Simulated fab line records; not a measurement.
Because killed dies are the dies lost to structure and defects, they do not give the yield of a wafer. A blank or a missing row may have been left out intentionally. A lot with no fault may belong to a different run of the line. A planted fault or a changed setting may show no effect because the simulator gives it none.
Lot-split experiment + flow rit cmos + 23 wafers read across 5 lots, on a route 202 steps long

THE SPLIT
At RIT_M1_SPUTTER_00 (material Al, target thk 400 nm, time 500 s), the setting power w was moved away from the recipe's 2000 W on 5 of the 23 wafers read, by +7.6% to +11.3%. For the rest of the wafers, this setting stayed at what the recipe calls for.

BETWEEN THE SPLIT AND THE READING: the file shows 1 step in between
- RIT_M1_RS_MEAS_01: measures by four-point-probe

THE READING
M1_AL_THK, in nm, at RIT_M1_THK_MEAS_02 (measures by xrf). On this fab line, fault-free wafers typically give 408 nm with a standard deviation of 4.5 nm.

| wafer  | tool, chamber at the split | power w as run, W | against the recipe | M1_AL_THK, nm | against lot-mates on the recipe |
|--------|----------------------------|-------------------|--------------------|---------------|---------------------------------|
| L074.1 | pvd sputter-02, -          | 2000              | recipe             | 401           | -                               |
| L074.2 | pvd sputter-02, -          | 2000              | recipe             | 403           | -                               |
| L074.3 | pvd sputter-02, -          | 2000              | recipe             | 405           | -                               |
| L074.5 | pvd sputter-02, -          | 2000              | recipe             | 411           | -                               |
| L074.6 | pvd sputter-02, -          | 2000              | recipe             | 402           | -                               |
| L076.1 | pvd sputter-02, -          | 2000              | recipe             | 406           | -                               |
| L076.2 | pvd sputter-02, -          | 2000              | recipe             | 415           | -                               |
| L076.3 | pvd sputter-02, -          | 2000              | recipe             | 410           | -                               |
| L076.5 | pvd sputter-02, -          | 2000              | recipe             | 412           | -                               |
| L076.6 | pvd sputter-02, -          | 2000              | recipe             | 408           | -                               |
| L077.2 | pvd sputter-01, -          | 2000              | recipe             | 409           | -                               |
| L077.4 | pvd sputter-01, -          | 2000              | recipe             | 408           | -                               |
| L077.5 | pvd sputter-01, -          | 2000              | recipe             | 405           | -                               |
| L079.2 | pvd sputter-01, -          | 2152              | +7.6%              | 436           | +28                             |
| L079.3 | pvd sputter-01, -          | 2000              | recipe             | 411           | -                               |
| L079.4 | pvd sputter-01, -          | 2000              | recipe             | 408           | -                               |
| L079.5 | pvd sputter-01, -          | 2000              | recipe             | 405           | -                               |
| L079.6 | pvd sputter-01, -          | 2152              | +7.6%              | 439           | +31                             |
| L083.1 | pvd sputter-04, -          | 2225              | +11.3%             | 453           | +42                             |
| L083.2 | pvd sputter-04, -          | 2225              | +11.3%             | 459           | +48                             |
| L083.3 | pvd sputter-04, -          | 2225              | +11.3%             | 453           | +42                             |
| L083.4 | pvd sputter-04, -          | 2000              | recipe             | 415           | -                               |
| L083.6 | pvd sputter-04, -          | 2000              | recipe             | 408           | -                               |

FIT RESULTS
A straight line over all 23 wafers: M1_AL_THK changes by +4.13 nm for each +1% of power w; r = +0.98; the points scatter about the line by 3.9 nm.
The same after taking each lot's own level away (the mean of its wafers on the recipe; 23 wafers): +3.87 nm for each +1%; r = +0.98; scatter 3 nm.
According to that fit, moving power w by its largest amount changes the reading by 44 nm.
Across the lots, their own levels run from 404.4 to 411.5 nm, a range of 1.6 times the standard deviation given above.
So the lot-to-lot level changes the slope little: the two slopes agree.
Check: +44.2 nm against its lot-mates is what the line predicts for one of the wafers moved furthest among these (+11.3%) when that wafer is left out of the fit. It came out at +41.5 nm against them.

THE WHOLE CHAIN: every reading that the file lists as answering this split, in the file's order
| step               | what it does                               | reading                                                                     | change (the file's fit)               | r (the file's) |
|--------------------|--------------------------------------------|-----------------------------------------------------------------------------|---------------------------------------|----------------|
| RIT_M1_SPUTTER_00  | material Al, target thk 400 nm, time 500 s | Al_of_M1_SPUTTER_00.thk nm (the simulator's own value, which no gauge read) | +3.83 nm for each +1% of the setting  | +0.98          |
| RIT_M1_RS_MEAS_01  | measures by four-point-probe               | M1_AL_RS                                                                    | -0.000642 for each +1% of the setting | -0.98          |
| RIT_M1_THK_MEAS_02 | measures by xrf                            | M1_AL_THK                                                                   | +3.86 for each +1% of the setting     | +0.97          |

THE FILE'S OWN FIT
M1_AL_THK changes by +3.86 nm for each +1% of power w, r = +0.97.
